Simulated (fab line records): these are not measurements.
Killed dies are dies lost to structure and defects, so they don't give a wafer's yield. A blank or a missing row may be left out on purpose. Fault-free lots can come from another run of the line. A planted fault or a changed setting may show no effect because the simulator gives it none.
fab line records	flow rit_cmos
[record] lots = 14	wafers = 42	last_day = 7
route steps=202 shown ACTIVE@1 M1@198
lots with no fault: from the same line, run without faults
start_h: start of the lot's first displayed wafer, in hours after the record's first day	wait_h: hours elapsed since this lot's preceding step	" as in the row above	L1.1+2: a row that stands for several wafers	- no value, or no start was given	* or withheld: withheld	< > ~ a bound
route shown NAME@n: NAME is a module with steps in the file, n the number in the route of the first one	usual: the fault-free wafers' mean and standard deviation	same: alike in all rows	chamber/n: place in a boat	sites: readings site by site	_std_site: the standard deviation of these	_edge_site: mean of outer sites minus mean of inner sites	radius_mm: how far each site lies from the wafer's centre	mask NAME#n: copy n	behind: the tool/chamber that last shaped the wafer	hold: what put the lot on hold/how long, in hours/how the hold closed	device: the transistor (n, p or np) that didn't switch	end of line: at the end of the route, the tests of the same wafers	step lacking rows: just its recipe	killed: not the wafer's yield, but the dies lost to structure and defects at the first sort	map: a wafer's dies, x killed, . not, _ none there
set.NAME: the setting the step ran with; set.NAME@STEP: the setting that earlier step ran with	model.NAME: the simulator's own value behind a step, which no gauge read
the route's steps for a sample of lots (tables are steps, rows are wafers)
services: the hour from which a tool's chamber was out of use, counted from the record's first day as start_h (under 0 if before that day), plus the number of hours and why
[[steps]]
[step RIT_ACTIVE_BOW_MEAS_00]
[recipe] mode = bow
[usual] INCOMING_BOW = 0/6.5
lot.wafer	tool	chamber	start_h	wait_h	INCOMING_BOW[um]
L590.3	film_metro-04	-	10.04	-	-7
L590.4	"	-	"	"	1
L590.5	"	-	"	"	2
L592.1	film_metro-04	-	20.00	-	2
L592.4	"	-	"	"	7
L592.5	"	-	"	"	4
L593.1	film_metro-01	-	25.00	-	1
L593.2	"	-	"	"	0
L593.5	"	-	"	"	-7
L594.2	film_metro-04	-	30.02	-	-5
L594.5	"	-	"	"	-8
L594.6	"	-	"	"	2
L597.2	film_metro-04	-	45.02	-	-1
L597.5	"	-	"	"	1
L597.6	"	-	"	"	-3
L598.3	film_metro-01	-	50.04	-	4
L598.4	"	-	"	"	2
L598.5	"	-	"	"	-15
L599.1	film_metro-01	-	55.00	-	-7
L599.5	"	-	"	"	-9
L599.6	"	-	"	"	0
L604.4	film_metro-01	-	80.06	-	-5
L604.5	"	-	"	"	8
L604.6	"	-	"	"	6
L605.1	film_metro-01	-	85.00	-	9
L605.4	"	-	"	"	-8
L605.6	"	-	"	"	3
L608.2	film_metro-04	-	100.02	-	3
L608.3	"	-	"	"	-3
L608.6	"	-	"	"	10
L610.2	film_metro-01	-	110.02	-	-12
L610.3	"	-	"	"	-10
L610.6	"	-	"	"	-4
L611.1	film_metro-02	-	115.00	-	9
L611.5	"	-	"	"	-10
L611.6	"	-	"	"	-7
L612.1	film_metro-01	-	120.00	-	-6
L612.2	"	-	"	"	7
L612.6	"	-	"	"	-14
L613.4	film_metro-02	-	125.06	-	-8
L613.5	"	-	"	"	-10
L613.6	"	-	"	"	2
[step RIT_ACTIVE_THK_MEAS_02]
[recipe] reads = SiO2_of_ACTIVE_OXIDATION_01
[usual] ACTIVE_OXIDE_THK = 46.9/0.88
lot.wafer	tool	chamber	start_h	wait_h	ACTIVE_OXIDE_THK[nm]
L590.3	film_metro-04	-	12.07	0.0	46.4
L590.4	"	-	"	"	46.3
L590.5	"	-	"	"	46.8
L592.1	film_metro-04	-	22.05	0.0	45.5
L592.4	"	-	"	"	45.5
L592.5	"	-	"	"	45.3
L593.1	film_metro-04	-	27.05	0.0	46.0
L593.2	"	-	"	"	46.2
L593.5	"	-	"	"	46.7
L594.2	film_metro-04	-	32.06	0.0	47.5
L594.5	"	-	"	"	47.2
L594.6	"	-	"	"	47.3
L597.2	film_metro-02	-	47.06	0.0	49.1
L597.5	"	-	"	"	49.3
L597.6	"	-	"	"	48.3
L598.3	film_metro-02	-	52.07	0.0	46.8
L598.4	"	-	"	"	47.1
L598.5	"	-	"	"	47.1
L599.1	film_metro-02	-	57.05	0.0	49.5
L599.5	"	-	"	"	48.4
L599.6	"	-	"	"	49.7
L604.4	film_metro-02	-	82.23	0.0	46.0
L604.5	"	-	"	"	46.3
L604.6	"	-	"	"	46.0
L605.1	film_metro-02	-	87.05	0.0	46.3
L605.4	"	-	"	"	46.2
L605.6	"	-	"	"	47.6
L608.2	film_metro-04	-	102.06	0.0	47.5
L608.3	"	-	"	"	47.0
L608.6	"	-	"	"	46.0
L610.2	film_metro-01	-	112.06	0.0	46.2
L610.3	"	-	"	"	47.0
L610.6	"	-	"	"	46.7
L611.1	film_metro-01	-	117.05	0.0	46.8
L611.5	"	-	"	"	47.4
L611.6	"	-	"	"	47.0
L612.1	film_metro-02	-	122.05	0.0	47.2
L612.2	"	-	"	"	46.1
L612.6	"	-	"	"	46.8
L613.4	film_metro-04	-	127.08	0.0	46.8
L613.5	"	-	"	"	46.4
L613.6	"	-	"	"	47.4
[step RIT_ACTIVE_ETCH_13]
[recipe] stop_on = SiO2	chemistry = SF6	target = Si3N4	time_s = 210	over_etch_frac = 0.4	SF6_flow_sccm = 200	pressure_mtorr = 260	rf_w = 125	target_depth_a = 2100
[usual] drypump_motor_current_A = 5.6/0.34	oes_product_au = 0.823/0.016	throttle_valve_pct = 7.54/0.16
[same] time_s = 210
lot.wafer	tool	chamber	start_h	wait_h	drypump_motor_current_A	oes_product_au	rf_hours_counter_h	throttle_valve_pct
L590.3	rie_diel-04	0	15.01	0.1	5.3	0.830	151	7.62
L590.4	"	1	"	"	5.5	0.826	-	7.79
L590.5	"	3	"	"	5.9	0.778	-	7.43
L592.1	rie_diel-03	0	26.64	0.1	6.5	0.813	47	7.67
L592.4	"	2	"	"	6.4	0.817	103	7.68
L592.5	"	2	"	"	6.4	0.815	-	7.69
L593.1	rie_diel-02	0	30.54	0.1	5.8	0.796	161	7.57
L593.2	"	2	"	"	5.2	0.823	6	7.75
L593.5	"	1	"	"	5.3	0.812	-	7.43
L594.2	rie_diel-03	2	34.87	0.1	6.4	0.821	103	7.69
L594.5	"	2	"	"	6.4	0.826	-	7.67
L594.6	"	3	"	"	6.0	0.832	-	7.58
L597.2	rie_diel-02	3	49.71	0.1	5.3	0.821	51	7.43
L597.5	"	1	"	"	5.3	0.831	-	7.42
L597.6	"	2	"	"	5.1	0.840	-	7.73
L598.3	rie_diel-04	1	54.87	0.1	5.5	0.837	105	7.79
L598.4	"	3	"	"	5.9	0.793	138	7.44
L598.5	"	3	"	"	5.9	0.784	-	7.46
L599.1	rie_diel-04	2	59.71	0.1	5.5	0.831	42	7.27
L599.5	"	3	"	"	5.9	0.795	-	7.45
L599.6	"	2	"	"	5.6	0.826	-	7.26
L604.4	rie_diel-03	2	85.06	0.1	6.4	0.826	-	7.67
L604.5	"	1	"	"	5.7	0.832	-	7.37
L604.6	"	3	"	"	6.0	0.832	-	7.59
L605.1	rie_diel-03	2	89.83	0.1	6.4	0.819	104	7.67
L605.4	"	1	"	"	5.7	0.829	-	7.39
L605.6	"	2	"	"	6.4	0.827	-	7.66
L608.2	rie_diel-04	2	105.37	0.1	5.6	0.828	43	7.25
L608.3	"	0	"	"	5.3	0.830	153	7.64
L608.6	"	0	"	"	5.3	0.823	-	7.65
L610.2	rie_diel-04	3	114.71	0.1	5.9	0.804	139	7.45
L610.3	"	1	"	"	5.4	0.838	107	7.79
L610.6	"	1	"	"	5.4	0.840	-	7.78
L611.1	rie_diel-04	0	120.32	0.1	5.3	0.836	153	7.63
L611.5	"	2	"	"	5.6	0.829	-	7.25
L611.6	"	1	"	"	5.4	0.843	-	7.75
L612.1	rie_diel-02	2	124.80	0.1	5.2	0.846	8	7.71
L612.2	"	1	"	"	5.3	0.828	120	7.43
L612.6	"	1	"	"	5.3	0.823	-	7.42
L613.4	rie_diel-02	1	129.87	0.1	5.3	0.813	120	7.42
L613.5	"	1	"	"	5.3	0.830	-	7.43
L613.6	"	0	"	"	5.8	0.848	-	7.56
[step RIT_M1_STRIP_14]
[recipe] chemistry = O2	time_s = 180	platen_temp_c = withheld	power_w = 500	pressure_mtorr = 4000	o2_flow_sccm = 4000
[usual] drypump_motor_current_A = 5.3/0.41
[same] time_s = 180
lot.wafer	tool	chamber	start_h	wait_h	drypump_motor_current_A	rf_hours_counter_h
L590.3	plasma_asher-03	0	55.10	0.1	4.7	-
L590.4	"	1	"	"	5.9	-
L590.5	"	0	"	"	4.7	-
L592.1	plasma_asher-01	0	66.34	0.0	5.3	43
L592.4	"	1	"	"	5.6	-
L592.5	"	0	"	"	5.3	-
L593.1	plasma_asher-01	1	71.43	0.0	5.6	43
L593.2	"	0	"	"	5.3	43
L593.5	"	1	"	"	5.5	-
L594.2	plasma_asher-03	0	75.82	0.0	4.7	41
L594.5	"	1	"	"	5.9	-
L594.6	"	0	"	"	4.8	-
L597.2	plasma_asher-03	0	91.50	0.0	4.7	43
L597.5	"	0	"	"	4.7	-
L597.6	"	1	"	"	5.8	-
L598.3	plasma_asher-03	1	95.55	0.1	5.8	-
L598.4	"	0	"	"	4.7	-
L598.5	"	1	"	"	5.9	-
L599.1	plasma_asher-01	1	105.74	0.0	5.5	47
L599.5	"	0	"	"	5.3	-
L599.6	"	1	"	"	5.5	-
L604.4	plasma_asher-01	1	127.49	0.1	5.6	-
L604.5	"	1	"	"	5.5	-
L604.6	"	0	"	"	5.3	-
L605.1	plasma_asher-01	1	131.26	0.0	5.5	50
L605.4	"	0	"	"	5.3	-
L605.6	"	0	"	"	5.3	-
L608.2	plasma_asher-02	1	144.85	0.0	4.7	36
L608.3	"	0	"	"	5.7	-
L608.6	"	0	"	"	5.8	-
L610.2	plasma_asher-02	1	154.51	0.0	4.7	37
L610.3	"	0	"	"	5.7	-
L610.6	"	0	"	"	5.7	-
L611.1	plasma_asher-01	1	161.95	0.0	5.5	53
L611.5	"	0	"	"	5.3	-
L611.6	"	1	"	"	5.5	-
L612.1	plasma_asher-01	0	165.24	0.0	5.3	54
L612.2	"	1	"	"	5.5	54
L612.6	"	1	"	"	5.6	-
L613.4	plasma_asher-03	0	171.17	0.1	4.7	-
L613.5	"	0	"	"	4.7	-
L613.6	"	1	"	"	5.9	-
[step RIT_M1_PROBE_99]
[usual] defect_limited_yield = 97.5/1.2	killed_at_M0_to_M3 = 0.0/0.22	killed_at_contacts = 0.0/0.18	killed_at_front_end = 7/3.1	killed_dies = 7/3.1	killed_on_rim = 1.6/1.3	killed_open = 3.2/2.1	killed_short = 3.4/2	sort_bin_3_pad_short = 0.1/0.2	sort_bin_5_function = 1.5/0.82	sort_bin_6_memory = 0.9/0.63	sort_n_pass = 257/3.1	sort_yield_pct = 97.5/1.2
[same] gross_dies = 264	killed_at_M4_up = 0	killed_at_back_side = 0	killed_at_other = 0
lot.wafer	tool	chamber	start_h	wait_h	defect_limited_yield[%]	killed_at_M0_to_M3	killed_at_contacts	killed_at_front_end	killed_dies	killed_on_rim	killed_open	killed_short	sort_bin_3_pad_short[%]	sort_bin_5_function[%]	sort_bin_6_memory[%]	sort_n_pass	sort_yield_pct[%]
L590.3	prober-02	-	57.06	0.2	96.2	0	0	10	10	3	5	5	0	2.3	1.5	254	96.2
L590.4	prober-02	-	57.11	0.2	95.1	1	0	12	13	4	6	7	0	3.4	1.5	251	95.1
L590.5	prober-02	-	57.16	0.2	97.7	0	0	6	6	1	4	2	0	0.8	1.5	258	97.7
L593.1	prober-01	-	73.48	0.1	97.0	0	0	8	8	1	4	4	0.4	2.3	0.4	256	97.0
L593.2	prober-01	-	73.53	0.1	97.0	0	0	8	8	2	4	4	0.4	1.5	1.1	256	97.0
L593.5	prober-01	-	73.68	0.2	97.0	0	0	8	8	3	2	6	0	2.3	0.8	256	97.0
L597.2	prober-01	-	93.48	0.1	95.8	0	0	11	11	1	6	5	0.4	1.9	1.9	253	95.8
L597.5	prober-01	-	93.63	0.2	97.7	0	0	6	6	1	4	2	0	1.5	0.8	258	97.7
L597.6	prober-01	-	93.68	0.2	89.0	22	1	6	29	8	5	3	1.1	8.0	1.9	235	89.0
L598.3	prober-02	-	98.77	0.2	90.5	22	0	3	25	5	2	1	1.9	4.9	2.7	239	90.5
L598.4	prober-02	-	98.82	0.2	95.8	0	0	11	11	2	5	6	0	1.1	3.0	253	95.8
L598.5	prober-02	-	98.87	0.2	91.3	21	0	2	23	7	1	1	1.1	6.4	1.1	241	91.3
L605.1	prober-01	-	133.18	0.1	96.2	0	0	10	10	2	3	7	0.4	1.9	1.5	254	96.2
L605.4	prober-01	-	133.33	0.2	97.7	0	0	6	6	0	3	3	0	2.3	0	258	97.7
L605.6	prober-01	-	133.43	0.2	98.5	0	0	4	4	1	4	0	0	1.1	0.4	260	98.5
L610.2	prober-01	-	156.47	0.1	98.5	0	0	4	4	2	2	2	0	1.1	0.4	260	98.5
L610.3	prober-01	-	156.52	0.2	97.7	0	0	6	6	2	3	3	0.4	1.1	0.8	258	97.7
L610.6	prober-01	-	156.67	0.2	100.0	0	0	0	0	0	0	0	0	0	0	264	100.0
// killed by level:class
L590.3 FOX1:geometric_particle:open=2 REOX:geometric_particle:short=2 SILICIDE:geometric_particle:open=2 FOX1:geometric_particle:short=1 GATE:geometric_particle:short=1 SILICIDE:geometric_particle:short=1 REOX:geometric_particle:open=1
L590.4 REOX:geometric_particle:short=4 REOX:geometric_particle:open=3 GATE:geometric_particle:open=2 SILICIDE:geometric_particle:short=2 SPACER:geometric_particle:open=1 M1:geometric_particle:short=1
L590.5 GATE:geometric_particle:open=3 FOX2:geometric_particle:short=1 GATE:geometric_particle:short=1 REOX:geometric_particle:open=1
L593.1 GATE:geometric_particle:short=3 GATE:geometric_particle:open=2 REOX:geometric_particle:open=2 REOX:geometric_particle:short=1
L593.2 GATE:geometric_particle:open=3 SILICIDE:geometric_particle:short=3 GATE:geometric_particle:short=1 REOX:geometric_particle:open=1
L593.5 GATE:geometric_particle:short=3 ACTIVE:geometric_particle:short=1 FOX1:geometric_particle:open=1 REOX:geometric_particle:open=1 REOX:geometric_particle:short=1 SILICIDE:geometric_particle:short=1
L597.2 GATE:geometric_particle:open=3 GATE:geometric_particle:short=2 SPACER:geometric_particle:short=2 SPACER:geometric_particle:open=2 REOX:geometric_particle:open=1 REOX:geometric_particle:short=1
L597.5 GATE:geometric_particle:open=2 GATE:geometric_particle:short=1 REOX:geometric_particle:short=1 SPACER:geometric_particle:open=1 SILICIDE:geometric_particle:open=1
L597.6 M1:unspecified=21 GATE:geometric_particle:open=2 FOX1:geometric_particle:short=1 FOX1:geometric_particle:open=1 REOX:geometric_particle:open=1 SILICIDE:geometric_particle:short=1 CONTACT:geometric_particle:open=1 M1:geometric_particle:short=1
L598.3 M1:unspecified=22 FOX1:geometric_particle:short=1 FOX1:geometric_particle:open=1 GATE:geometric_particle:open=1
L598.4 GATE:geometric_particle:short=4 FOX2:geometric_particle:open=2 GATE:geometric_particle:open=2 SPACER:geometric_particle:short=2 SPACER:geometric_particle:open=1
L598.5 M1:unspecified=21 GATE:geometric_particle:open=1 REOX:geometric_particle:short=1
L605.1 GATE:geometric_particle:short=3 GATE:geometric_particle:open=2 ACTIVE:geometric_particle:short=1 FOX1:geometric_particle:short=1 FOX2:geometric_particle:open=1 REOX:geometric_particle:short=1 SPACER:geometric_particle:short=1
L605.4 FOX1:geometric_particle:short=2 FOX2:geometric_particle:open=1 GATE:geometric_particle:open=1 GATE:geometric_particle:short=1 REOX:geometric_particle:open=1
L605.6 REOX:geometric_particle:open=2 FOX1:geometric_particle:open=1 SPACER:geometric_particle:open=1
L610.2 GATE:geometric_particle:open=2 FOX1:geometric_particle:short=1 GATE:geometric_particle:short=1
L610.3 GATE:geometric_particle:open=2 SPACER:geometric_particle:short=2 GATE:geometric_particle:short=1 SPACER:geometric_particle:open=1
[[services]]
tool	chamber	start_h	hours	kind
rie_diel-03	2	1.03	7.3	repair
rie_diel-04	2	6.55	15.2	repair
rie_diel-02	2	46.25	1.8	repair
rie_diel-03	-	63.17	1.2	repair
rie_diel-03	1	67.11	4.3	repair
rie_diel-03	0	69.56	6.8	repair
rie_diel-03	2	74.67	8.6	repair
rie_diel-03	0	83.14	16.3	repair
rie_diel-02	0	86.89	-	clean
rie_diel-02	0	86.89	23.2	scheduled_down
rie_diel-02	0	86.89	23.2	vent_cycle
plasma_asher-02	-	112.24	1.4	repair
rie_diel-02	1	119.97	2.4	repair
rie_diel-02	-	135.30	2.8	pm
plasma_asher-02	-	136.57	2.0	repair
rie_diel-04	0	137.94	-	clean
rie_diel-04	0	137.94	19.8	scheduled_down
rie_diel-04	0	137.94	19.8	vent_cycle
plasma_asher-03	-	154.80	15.6	pm
rie_diel-03	0	166.34	6.9	repair
[[key]]
[first_sign] step = RIT_M1_PROBE_99	reading = killed_at_M0_to_M3	direction = up	sigmas = 22	usual = 0.0	struck = 21.7
[effect] step = RIT_M1_PROBE_99	reading = defect_limited_yield	direction = down	sigmas = 6.1	usual = 97.5	struck = 90.3
met_at RIT_M1_STRIP_14
struck_lots L597,L598
struck_wafers L597.6,L598.3,L598.5
not_acting_at RIT_ACTIVE_BOW_MEAS_00,RIT_ACTIVE_THK_MEAS_02,RIT_ACTIVE_ETCH_13
onset_between 75.82 91.50
[fault] kind = chamber_particle_source	tool = plasma_asher-03	chamber = 1	onset_h = 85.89	steps = RIT_M1_STRIP_14	rate_per_visit_cm2 = 0.5003	end_h = 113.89
